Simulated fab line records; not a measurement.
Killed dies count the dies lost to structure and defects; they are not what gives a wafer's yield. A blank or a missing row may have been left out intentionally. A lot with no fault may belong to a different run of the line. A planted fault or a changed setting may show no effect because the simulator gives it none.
What tool caused it? ; flow berkeley_cmos170 ; 15 lots, 45 wafers sampled, at 3 steps of a route of 331

WHAT THE GAUGES READ, wafer by wafer
UCB170_PLDD_TW_MEAS_11.
lot;measured;on;PLDD_TW
L153;day 8 00:44;film_metro-03;1007 1011 1011
L157;day 8 05:18;film_metro-01;1010 1007 1010
L154;day 8 05:32;film_metro-04;1010 1008 1013
L151;day 8 06:04;film_metro-01;1008 1011 1009
L156;day 8 06:09;film_metro-04;990 989 988
L155;day 8 06:18;film_metro-01;1010 1007 1005
L161;day 8 23:58;film_metro-04;994 986 992
L162;day 9 00:28;film_metro-04;1009 1005 1009
L160;day 9 12:32;film_metro-03;988 992 986
L164;day 9 12:49;film_metro-03;1006 1007 1010
L168;day 10 23:46;film_metro-01;1013 1014 1011
L169;day 11 00:04;film_metro-03;1006 1011 1006
L171;day 11 00:10;film_metro-04;1015 1008 1012
L170;day 11 00:22;film_metro-03;1007 1006 1005
L172;day 12 01:01;film_metro-01;1010 1005 1006

UCB170_SDANNEAL_RS_MEAS_04: measurement is done with a four-point probe.
lot;measured;on;PLDD_RS (ohm/sq)
L153;day 8 19:37;film_metro-04;1033 1031 1030
L157;day 8 21:20;film_metro-04;1035 1032 1033
L154;day 8 21:56;film_metro-04;1034 1035 1036
L151;day 8 21:36;film_metro-03;1031 1029 1026
L156;day 8 22:45;film_metro-04;1083 1083 1083
L155;day 8 22:04;film_metro-03;1033 1034 1034
L161;day 9 16:27;film_metro-03;1084 1088 1084
L162;day 9 17:05;film_metro-01;1032 1035 1031
L160;day 10 07:35;film_metro-04;1080 1084 1085
L164;day 10 07:46;film_metro-01;1022 1026 1025
L168;day 11 14:06;film_metro-04;1031 1029 1030
L169;day 11 14:38;film_metro-01;1034 1029 1030
L171;day 11 14:08;film_metro-01;1032 1035 1038
L170;day 11 15:01;film_metro-04;1034 1032 1033
L172;day 12 16:15;film_metro-03;1035 1030 1030

WHAT TOOL EACH LOT RAN ON (gives the tool, then ch and the chambers of the sampled wafers, and finally the start)
lot;UCB170_PLDD_IMPLANT_09
L153;implanter-01 ch 0, day 8 00:29
L157;implanter-01 ch 0, day 8 05:03
L154;implanter-03 ch 0, day 8 05:17
L151;implanter-03 ch 0, day 8 05:50
L156;implanter-01 ch 0, day 8 05:56
L155;implanter-02 ch 0, day 8 06:03
L161;implanter-01 ch 0, day 8 23:43
L162;implanter-02 ch 0, day 9 00:13
L160;implanter-01 ch 0, day 9 12:17
L164;implanter-02 ch 0, day 9 12:34
L168;implanter-02 ch 0, day 10 23:31
L169;implanter-02 ch 0, day 10 23:49
L171;implanter-03 ch 0, day 10 23:57
L170;implanter-02 ch 0, day 11 00:07
L172;implanter-03 ch 0, day 12 00:46
- UCB170_PLDD_IMPLANT_09

AS READ BY THE TOOLS THEMSELVES (means over the sampled wafers that have a number; for cases with no such wafer, the mark the record gives instead)
UCB170_PLDD_IMPLANT_09.
lot;tool;dose_ions_cm2;faraday_current_uA
L153;implanter-01;5e+13;159.0
L157;implanter-01;5e+13;158.2
L154;implanter-03;5e+13;158.3
L151;implanter-03;5e+13;156.8
L156;implanter-01;4e+13;137.5
L155;implanter-02;5e+13;160.6
L161;implanter-01;4e+13;139.0
L162;implanter-02;5e+13;159.6
L160;implanter-01;4e+13;140.0
L164;implanter-02;5e+13;157.5
L168;implanter-02;5e+13;158.7
L169;implanter-02;5e+13;156.0
L171;implanter-03;5e+13;160.8
L170;implanter-02;5e+13;159.3
L172;implanter-03;5e+13;156.9

THE ANSWER, worked out from the rows above alone
Rule: usual is defined by the lots themselves. The widest of any qualifying gaps counts: lots, ordered by their means at a reading, are off when they make up no more than a third of the lots, leave a main group of 4 or more, and stand apart from it by 3 or more times the standard deviation of that group's means. A main group is skipped when, at the precision printed for the reading in the tables above, its means are all equal. Also off: a lot with no number at a reading for which 4 or more lots have one. All remaining lots with rows at the step are treated as sound. After the gauges, taken in route order, come the tools' own readings; for these a lot's mean is taken, as printed above. The first step at which some lot is off is used, and at that step the reading that is off furthest; a lot without a number counts as furthest.
Off: L156, L161, L160, at UCB170_PLDD_TW_MEAS_11 (PLDD_TW). Mean 1009 and standard deviation 1.9 in the main group.
A tool fits if, at a process step before that reading, it ran every lot that is off, and no sound lot after the first of them. Not tried: the gauges at UCB170_PLDD_TW_MEAS_11; whatever is off there is also off at UCB170_PLDD_IMPLANT_09, on other tools, and gauge error can't account for it. One fits: implanter-01 at UCB170_PLDD_IMPLANT_09. A fault onset in the window from L157 (day 8 05:03, its last sound lot) to L156 (day 8 05:56, its first lot off) fits.
The tool's own readings at UCB170_PLDD_IMPLANT_09 bear it out: on the lots that are off they differ by more than 5 times the standard deviation of the sound lots' means. dose_ions_cm2 reads 4e+13 there against 5e+13 on the sound lots; faraday_current_uA reads 138.8 there against 158.5 on the sound lots.

WHAT THE SIMULATOR HAD PUT IN
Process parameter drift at UCB170_PLDD_IMPLANT_09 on implanter-01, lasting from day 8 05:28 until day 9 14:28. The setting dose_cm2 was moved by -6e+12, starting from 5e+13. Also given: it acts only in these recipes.
Shown lots that were struck: L156, L161, L160. The rule above found the same.
